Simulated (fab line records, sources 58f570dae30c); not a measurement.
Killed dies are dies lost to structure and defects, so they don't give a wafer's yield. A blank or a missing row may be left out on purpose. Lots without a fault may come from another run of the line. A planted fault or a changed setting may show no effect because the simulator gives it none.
A struck lot beside a sound one | flow berkeley_cmos170 | 26 steps out of a route of 331
Sound: wafers L897.2, L897.4, L897.5. Struck: wafers L907.3, L907.6. (L907.2 of the same lot was not struck and is left out.) The cause comes at the end.
At each step with rows: each side's tool, then ch and its chambers, then its first start. Under that, the readings that differ: sound wafers | struck wafers | difference of the means | sigmas: that difference in standard deviations of wafers without a fault.
alike: readings whose means differ by less than 2 such deviations, and words and numbers that are the same on both sides. not compared: withheld readings, readings that some wafer has no value for, bounds like >300 that may hide the same value, and numbers for which the record gives no deviation and whose values overlap.
The two part at a step that has a row with sigmas, a row that says differs or no value, or rows on one side only. Numbers that don't overlap but have no deviation are shown without sigmas and don't part them. A reading that every wafer of one side lacks parts them only if that side has two wafers or more.

first, 4 steps without rows for these wafers: UCB170_M2_SOFTBAKE_11 (time 60 s); UCB170_M2_EXPOSE_12 (exposes mask METAL2, target cd 700 nm); UCB170_M2_PEB_13; UCB170_M2_DEVELOP_14 (develop time 45 s).
UCB170_M2_CD_MEAS_15: target cd 700 nm.
  sound on cd_sem-02, day 8 18:40; struck on cd_sem-01, day 10 09:41
  alike: cd_nm
UCB170_M2_OVL_MEAS_16:
  sound on overlay-02, day 8 18:47; struck on overlay-01, day 10 09:47
  alike: M2_OVL
UCB170_M2_ETCH_17: etches BARC in N2/H2.
  sound on rie_diel-01 ch 2,3, day 8 18:49; struck on rie_diel-02 ch 0,2, day 10 09:49
  alike: drypump_motor_current_A, oes_product_au, throttle_valve_pct
UCB170_M2_METAL_ETCH_18: etches Al in Cl2/BCl3, stops on SiO2, target depth 1170 nm, time 195 s.
  sound on rie_metal-02 ch 0,1, day 8 18:51; struck on rie_metal-03 ch 1, day 10 09:51
  alike: drypump_motor_current_A, he_backside_leak_sccm, oes_product_au, throttle_valve_pct
  not compared: rf_hours_counter_h
UCB170_M2_STRIP_19: strips in O2.
  sound on plasma_asher-03 ch 0,1, day 8 19:02; struck on plasma_asher-03 ch 0, day 10 10:02
  alike: drypump_motor_current_A, oes_product_au
  not compared: rf_hours_counter_h
UCB170_M2_CD_MEAS_90: target cd 700 nm.
  sound on cd_sem-01, day 8 19:09; struck on cd_sem-02, day 10 10:10
  alike: cd_nm
UCB170_V2_CVD_00: deposits SiO2 from TEOS/O2, target thk 2000 nm, time 250 s.
  sound on pecvd-02 ch 0,1,2, day 8 19:15; struck on pecvd-02 ch 0,2, day 10 10:16
  alike: heater_power_w
UCB170_V2_THK_MEAS_01:
  sound on film_metro-02, day 8 19:25; struck on film_metro-03, day 10 10:26
  alike: V2_TEOS_THK
UCB170_V2_CMP_02: polishes SiO2.
  sound on cmp-01 ch 0,2,3, day 8 19:28; struck on cmp-01 ch 0, day 10 10:32
  reading                             | sound          | struck    | difference | sigmas
  model.SiO2_of_V2_CVD_00.thk_nm (nm) | 1000 1001 1000 | 1344 1353 | +348       |
  alike: motor_current_A
UCB170_V2_BOW_MEAS_03:
  sound on film_metro-03, day 8 19:47; struck on film_metro-04, day 10 10:48
  alike: V2_BOW
UCB170_V2_THK_MEAS_04:
  sound on film_metro-03, day 8 19:54; struck on film_metro-04, day 10 10:55
  reading              | sound               | struck        | difference | sigmas
  V2_POLISHED_THK (nm) | 999.8 1000.8 1000.5 | 1343.5 1353.4 | +348.1     | +99 or more
then, 7 steps without rows for these wafers: UCB170_V2_CLEAN_05 (cleans in DIW); UCB170_V2_HMDS_06 (prime time 60 s); UCB170_V2_COAT_07 (resist thk 900 nm); UCB170_V2_SOFTBAKE_08 (time 60 s); UCB170_V2_EXPOSE_09 (exposes mask VIA2, target cd 700 nm); UCB170_V2_PEB_10; UCB170_V2_DEVELOP_11 (develop time 45 s).
UCB170_V2_CD_MEAS_12: target cd 700 nm.
  sound on cd_sem-01, day 8 21:16; struck on cd_sem-02, day 10 12:08
  alike: cd_nm
UCB170_V2_OVL_MEAS_13:
  sound on overlay-01, day 8 21:23; struck on overlay-01, day 10 12:15
  alike: V2_OVL
UCB170_V2_ETCH_14: etches SiO2 in CHF3/CF4/Ar, stops on Al, target depth 1250 nm, time 291 s.
  sound on rie_diel-03 ch 0,1,3, day 8 21:25; struck on rie_diel-03 ch 0,1, day 10 12:17
  reading                        | sound             | struck      | difference | sigmas
  oes_product_au (a.u.)          | 0.876 0.846 0.862 | 0.975 1.006 | +0.129     | +9
  model.etch.depth_nm (nm)       | 1000 1001 1000    | 1275 1249   | +262       |
  model.V2.feature_depth_nm (nm) | 1000 1001 1000    | 1275 1249   | +262       |
  alike: drypump_motor_current_A, throttle_valve_pct
  not compared: rf_hours_counter_h
UCB170_V2_STRIP_15: strips in O2.
  sound on plasma_asher-02 ch 0,1, day 8 21:35; struck on plasma_asher-04 ch 0,1, day 10 12:28
  alike: drypump_motor_current_A, oes_product_au, strip_time_to_endpoint_s
  not compared: rf_hours_counter_h

WHERE THEY PART
First at UCB170_V2_THK_MEAS_04; last, within this record, at UCB170_V2_ETCH_14. Later steps at which nothing parts them and some readings are alike: UCB170_V2_STRIP_15.

WHY: what the simulator had put in
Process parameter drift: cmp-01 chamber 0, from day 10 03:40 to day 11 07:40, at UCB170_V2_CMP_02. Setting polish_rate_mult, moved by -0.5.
